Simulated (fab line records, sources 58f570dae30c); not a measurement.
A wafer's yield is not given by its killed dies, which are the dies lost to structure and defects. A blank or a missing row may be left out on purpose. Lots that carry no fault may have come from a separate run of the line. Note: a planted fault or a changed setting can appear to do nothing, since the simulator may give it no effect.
Problem report in the 8D (eight disciplines) form, filled by code / flow berkeley-cmos170 / the parts of the form that need people (team, actions taken, sign-off) are left out

## 1. WHAT IS WRONG
NWELL_NITRIDE_THK at UCB170_NWELL_THK_MEAS_05 reads a mean of 213.0 nm on 3 wafers of 1 lot; wafers without a fault read 224.5 nm with a standard deviation of 2.5. That puts it -4.6 standard deviations away from the usual mean.
Earliest sighting: wafer L849.2 on film-metro-04 at day 6 15:37. At this step, 39 wafers from 13 lots have a number in the record. Rule for "out", or "out of limits": more than 4 standard deviations from the usual mean. All remaining wafers that have a number are taken as sound.

## 2. WHAT IT IS, AND WHAT IT ISN'T
question=which readings at this step; is=NWELL_NITRIDE_THK; is not=-
question=which lots; is=L849; is not=L830, L831, L832, L834, L835, L836, L837, L838, L839, L840, L843, L845
question=which wafers of those lots; is=all that have a number; is not=-
question=read on which gauges; is=film-metro-04; is not=film-metro-01, film-metro-03
question=when; is=from day 6 15:37; is not=up to then (36 sound wafers)

## 3. THE SUSPECTS, EACH WITH WHAT RULES IT OUT
Counting: a tool at a process step up to the reading stays a suspect if it ran every lot that is out and no sound lot after the first of them.
- ruled out: the gauge at UCB170_NWELL_THK_MEAS_05. All the wafers that are out were read on film-metro-04, but those of them that UCB170_NWELL_CVD_04 has rows for are out there too, on other tools.
- lpcvd-01 at UCB170_NWELL_CVD_04 (deposits Si3N4 from SiH2Cl2/NH3, target thk 224 nm, time 3360 s): kept. It ran the lot that is out, L849 (day 6 13:41), and no sound lot after that; its last sound lot up to then is L845 (day 5 16:00). Its own readings are out on those wafers: sih2cl2-flow-sccm.
After counting, what remains is lpcvd-01 at UCB170_NWELL_CVD_04.

## 4. THE CAUSE (what the simulator had put in)
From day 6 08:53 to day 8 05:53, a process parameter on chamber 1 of lpcvd-01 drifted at UCB170_NWELL_CVD_04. The setting sih2cl2-flow-sccm was moved by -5, starting from 25. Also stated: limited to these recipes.
Counting left only this tool.

## 5. SEQUENCE OF EFFECTS, ordered by route
Rows list readings where the struck wafers' mean (over those with a number) sits beyond 3 standard deviations from the usual. Only readings for which the record gives a usual standard deviation are gone through. hours: the time from each lot's start at the first step in this table that gives one to its start at this step, as a median over the lots. sigmas: the change in usual standard deviations.
hours=0; step=UCB170_NWELL_CVD_04; reading=sih2cl2-flow-sccm; usual=25.00 sccm; on struck wafers=19.95; change=-5.05; sigmas=-68
hours=2; step=UCB170_NWELL_THK_MEAS_05; reading=NWELL_NITRIDE_THK; usual=224.5 nm; on struck wafers=213.0; change=-11.5; sigmas=-4.6
The process steps in it:
- UCB170_NWELL_CVD_04: deposits Si3N4 from SiH2Cl2/NH3, target thk 224 nm, time 3360 s.
Later measuring or inspecting steps at which every struck wafer that the step has a row for has a number for every such reading, and none has moved that far: UCB170_NWELL_OVL_MEAS_12.

## 6. WHAT WOULD HAVE CAUGHT IT SOONER
The first out-of-limits reading at a measuring or inspecting step in this record came at day 6 15:37, 7 hours after the fault's start at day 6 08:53.
Tool's own readings at UCB170_NWELL_CVD_04, sih2cl2-flow-sccm: out on all struck wafers the step has rows for; an alarm limit on them would have tripped on the first.
The start of UCB170_NWELL_CVD_04 on lpcvd-01 came by day 6 15:37 for every one of the lots that are out (1). Holding the tool at that point would not have protected any of them.
